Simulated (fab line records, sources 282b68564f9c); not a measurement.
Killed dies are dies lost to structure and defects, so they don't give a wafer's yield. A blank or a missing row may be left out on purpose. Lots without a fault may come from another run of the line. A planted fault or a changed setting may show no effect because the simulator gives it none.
Which tool did it? | flow rit_cmos | 14 lots, 42 wafers sampled, at 2 steps of a route of 202

WHAT THE GAUGES READ, wafer by wafer
The record holds no reading of a measuring or inspecting step that can be judged against a usual standard deviation.

WHICH TOOL RAN EACH LOT (tool, then ch and the chambers of the sampled wafers, then the start)
lot  | RIT_PLDD_SOFTBAKE_02             | RIT_M1_PROBE_99
L156 | litho_track-04 ch 0, day 3 06:14 | prober-02, day 3 21:13
L157 | litho_track-02 ch 0, day 3 08:44 | prober-01, day 3 23:31
L158 | litho_track-03 ch 0, day 3 12:10 | prober-02, day 4 03:32
L159 | litho_track-02 ch 0, day 3 19:50 | prober-01, day 4 10:46
L160 | litho_track-04 ch 0, day 4 04:58 | prober-02, day 4 19:45
L162 | litho_track-04 ch 0, day 4 10:03 | prober-02, day 5 00:55
L163 | litho_track-04 ch 0, day 4 17:52 | prober-01, day 5 08:16
L164 | litho_track-02 ch 0, day 4 22:07 | prober-02, day 5 12:29
L166 | litho_track-03 ch 0, day 5 08:59 | prober-02, day 5 23:31
L167 | litho_track-03 ch 0, day 5 18:13 | prober-01, day 6 08:29
L168 | litho_track-03 ch 0, day 6 01:23 | prober-02, day 6 15:54
L170 | litho_track-03 ch 0, day 6 19:13 | prober-01, day 7 09:56
L172 | litho_track-03 ch 0, day 7 06:11 | prober-01, day 7 23:10
L174 | litho_track-02 ch 0, day 7 20:49 | prober-01, day 8 13:56
- RIT_PLDD_SOFTBAKE_02: time 60 s.
- RIT_M1_PROBE_99

WHAT THE TOOLS THEMSELVES READ (means of the sampled wafers that have a number; where no wafer has one, the mark that the record gives instead)
RIT_PLDD_SOFTBAKE_02.
lot  | tool           | heater_power_total_W (W) | plate_temp_C (C)
L156 | litho_track-04 | 34.54                    | 89.99
L157 | litho_track-02 | 34.56                    | 89.96
L158 | litho_track-03 | 34.52                    | 89.99
L159 | litho_track-02 | 34.56                    | 89.99
L160 | litho_track-04 | 34.57                    | 89.96
L162 | litho_track-04 | 34.55                    | 89.86
L163 | litho_track-04 | 34.55                    | 90.06
L164 | litho_track-02 | 34.55                    | 90.11
L166 | litho_track-03 | 34.55                    | 89.95
L167 | litho_track-03 | 34.54                    | 90.00
L168 | litho_track-03 | 34.53                    | 89.85
L170 | litho_track-03 | 30.76                    | 83.01
L172 | litho_track-03 | 30.79                    | 83.05
L174 | litho_track-02 | 34.62                    | 90.03

RIT_M1_PROBE_99.
lot  | tool      | killed_at_M0_to_M3 | killed_at_contacts | killed_at_front_end | killed_dies | killed_on_rim | killed_open | killed_short
L156 | prober-02 | 0.0                | 0.0                | 7                   | 7           | 3.0           | 4.3         | 2.7
L157 | prober-01 | 0.0                | 0.0                | 7                   | 7           | 2.7           | 3.0         | 4.0
L158 | prober-02 | 0.0                | 0.0                | 7                   | 7           | 1.0           | 4.3         | 2.3
L159 | prober-01 | 0.0                | 0.0                | 8                   | 8           | 2.3           | 5.3         | 3.0
L160 | prober-02 | 0.3                | 0.0                | 6                   | 7           | 1.3           | 2.7         | 4.0
L162 | prober-02 | 0.0                | 0.0                | 11                  | 11          | 2.7           | 6.0         | 5.0
L163 | prober-01 | 0.0                | 0.3                | 6                   | 7           | 1.0           | 4.0         | 2.7
L164 | prober-02 | 0.0                | 0.3                | 5                   | 5           | 0.3           | 3.0         | 2.0
L166 | prober-02 | 0.0                | 0.0                | 9                   | 9           | 2.3           | 5.7         | 3.3
L167 | prober-01 | 0.0                | 0.0                | 6                   | 6           | 3.0           | 2.7         | 3.0
L168 | prober-02 | 0.0                | 0.0                | 11                  | 11          | 5.3           | 8.3         | 2.7
L170 | prober-01 | 0.0                | 0.0                | 6                   | 6           | 1.3           | 2.3         | 3.7
L172 | prober-01 | 0.0                | 0.7                | 7                   | 8           | 1.3           | 4.0         | 3.7
L174 | prober-01 | 0.0                | 0.0                | 9                   | 9           | 2.0           | 5.7         | 3.3

THE ANSWER, worked out from the rows above alone
Rule: what is usual is taken from the lots themselves. Put in order of their means at a reading, lots are off if they are a third of the lots or fewer, leave a main group of 4 or more, and stand apart from it by a gap of 3 or more times the standard deviation of the main group's means; of several such gaps the widest counts. A main group whose means are all the same, to the digits that the tables above print for the reading, isn't used. A lot without any number at a reading at which 4 lots or more have one is off too. The other lots that the step has rows for count as sound. The gauges are gone through in route order, then the tools' own readings, and for those a lot's mean is taken as printed above. The first step at which some lot is off is used, and at that step the reading that is off furthest; a lot without a number counts as furthest.
Off: L170, L172, at RIT_PLDD_SOFTBAKE_02 (heater_power_total_W). The main group: mean 34.55 W, standard deviation 0.024.
A tool fits if, at that step or a process step before it, it ran every lot that is off, and no sound lot after the first of them. One fits: litho_track-03 at RIT_PLDD_SOFTBAKE_02. Its last sound lot is L168 (day 6 01:23), its first lot that is off L170 (day 6 19:13): a fault that began between those two fits.
The tool's own readings at RIT_PLDD_SOFTBAKE_02 bear it out: on the lots that are off they differ by more than 5 times the standard deviation of the sound lots' means. heater_power_total_W reads 30.77 W there against 34.55 W on the sound lots; plate_temp_C reads 83.03 C there against 89.98 C on the sound lots.

WHAT THE SIMULATOR HAD PUT IN
Process parameter drift: litho_track-03, from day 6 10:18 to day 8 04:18, at RIT_PLDD_SOFTBAKE_02. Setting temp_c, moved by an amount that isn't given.
Lots struck among those shown: L170, L172. The rule above found the same.
